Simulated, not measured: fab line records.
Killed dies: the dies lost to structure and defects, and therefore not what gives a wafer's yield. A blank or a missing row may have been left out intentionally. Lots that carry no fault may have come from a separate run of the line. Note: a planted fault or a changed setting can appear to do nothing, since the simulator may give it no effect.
A lot that was struck, set against a sound lot / flow rit-cmos / 15 out of 202 route steps
Sound: the wafers L579.1, L579.4, L579.5. Struck: wafers L584.3, L584.4, L584.5. Last of all comes the cause.
For every step that has rows: the tool of each side, followed by ch and its chambers, followed by its first start. Under that, the readings that differ: sound wafers / struck wafers / difference of the means / sigmas: that difference in standard deviations of wafers without a fault.
alike: words and numbers the same on both sides, and readings whose means are apart by under 2 such deviations; not compared: readings that were withheld, readings missing a value for some wafer, numbers with overlapping values and no deviation given by the record, and bounds like >300 which may hide the same value.
The two part at a step that has a row with sigmas, a row that says differs or no value, or rows on one side only. Numbers that don't overlap but have no deviation are shown without sigmas and don't part them. A reading that every wafer of one side lacks parts them only if that side has two wafers or more.

first, 1 step without rows for these wafers: RIT_SDANNEAL_CLEAN_02 (cleans in SC2, time 600 s).
RIT_SDANNEAL_RTA_03: time 5 s.
  sound on rtp-anneal-01 ch 0, day 4 10:44; struck on rtp-anneal-02 ch 0, day 5 05:17
  alike: wafer_temp_C_max
RIT_SDANNEAL_RS_MEAS_04: the measuring method here is four-point-probe.
  struck on film-metro-01, day 5 05:22; sound on film-metro-01, day 4 10:47
  alike: PSD_RS
RIT_SDANNEAL_RS_MEAS_05: the measuring method here is four-point-probe.
  struck on film-metro-01, day 5 05:29; sound on film-metro-01, day 4 10:54
  alike: NSD_RS
RIT_SDANNEAL_RS_MEAS_06: the measuring method here is four-point-probe.
  struck on film-metro-01, day 5 05:37; sound on film-metro-01, day 4 11:01
  alike: PLDD_RS
RIT_SDANNEAL_RS_MEAS_07: the measuring method here is four-point-probe.
  struck on film-metro-01, day 5 05:44; sound on film-metro-01, day 4 11:08
reading=NLDD_RS (ohm/sq); sound=150.6 150.5 151.0; struck=152.5 152.4 152.8; difference=+1.9; sigmas=+4
then, 1 step without rows for these wafers: RIT_SILICIDE_WET_ETCH_00 (etches SiO2 in BOE, target depth 14 nm, time 15 s).
RIT_SILICIDE_SPUTTER_01: material Ti, target thk 30 nm, time 240 s.
  struck on pvd-sputter-01, day 5 05:49; sound on pvd-sputter-03, day 4 11:17
  alike: throttle-valve-pct
RIT_SILICIDE_RS_MEAS_02: the measuring method here is four-point-probe.
  struck on film-metro-02, day 5 06:01; sound on film-metro-01, day 4 11:26
reading=SILICIDE_TI_RS (ohm/sq); sound=48.5 48.3 49.4; struck=46.5 46.7 47.2; difference=-1.9; sigmas=-3
RIT_SILICIDE_THK_MEAS_03: measures by xrf.
  struck on film-metro-02, day 5 06:07; sound on film-metro-01, day 4 11:33
reading=SILICIDE_TI_THK (nm); sound=29.8 30.0 29.3; struck=30.9 30.8 30.6; difference=+1.1; sigmas=+3
RIT_SILICIDE_RTA_04: time 10 s, ramp up 5 s, ramp down 5 s.
  sound on rtp-anneal-02 ch 0, day 4 11:37; struck on rtp-anneal-01 ch 0, day 5 06:10
  alike: wafer_temp_C_max
then, 1 step without rows for these wafers: RIT_SILICIDE_WET_ETCH_05 (etches Ti in SPM, time 120 s).
RIT_SILICIDE_RTA_06: time 10 s, ramp up 5 s, ramp down 10 s.
  sound on rtp-anneal-01 ch 0, day 4 11:45; struck on rtp-anneal-02 ch 0, day 5 06:17
reading=wafer_temp_C_max; sound=752.9 752.4 752.6; struck=692.7 692.3 692.1; difference=-60.3; sigmas=-94
RIT_CONTACT_CVD_00: deposits SiO2 from TEOS, target thk 400 nm, time 61 s.
  sound on pecvd-01 ch 1,2, day 4 11:49; struck on pecvd-02 ch 0,2, day 5 06:20
  alike: heater-power-w
RIT_M1_PROBE_99:
  struck on prober-02, day 5 12:52; sound on prober-02, day 4 20:08
  alike: killed-at-front-end, killed-dies, killed-open, killed-short

== WHERE THEY PART ==
First at RIT_SDANNEAL_RS_MEAS_07; last, within this record, at RIT_SILICIDE_RTA_06. Later steps at which nothing parts them and some readings are alike: RIT_CONTACT_CVD_00, RIT_M1_PROBE_99.

WHY: what had been put in by the simulator
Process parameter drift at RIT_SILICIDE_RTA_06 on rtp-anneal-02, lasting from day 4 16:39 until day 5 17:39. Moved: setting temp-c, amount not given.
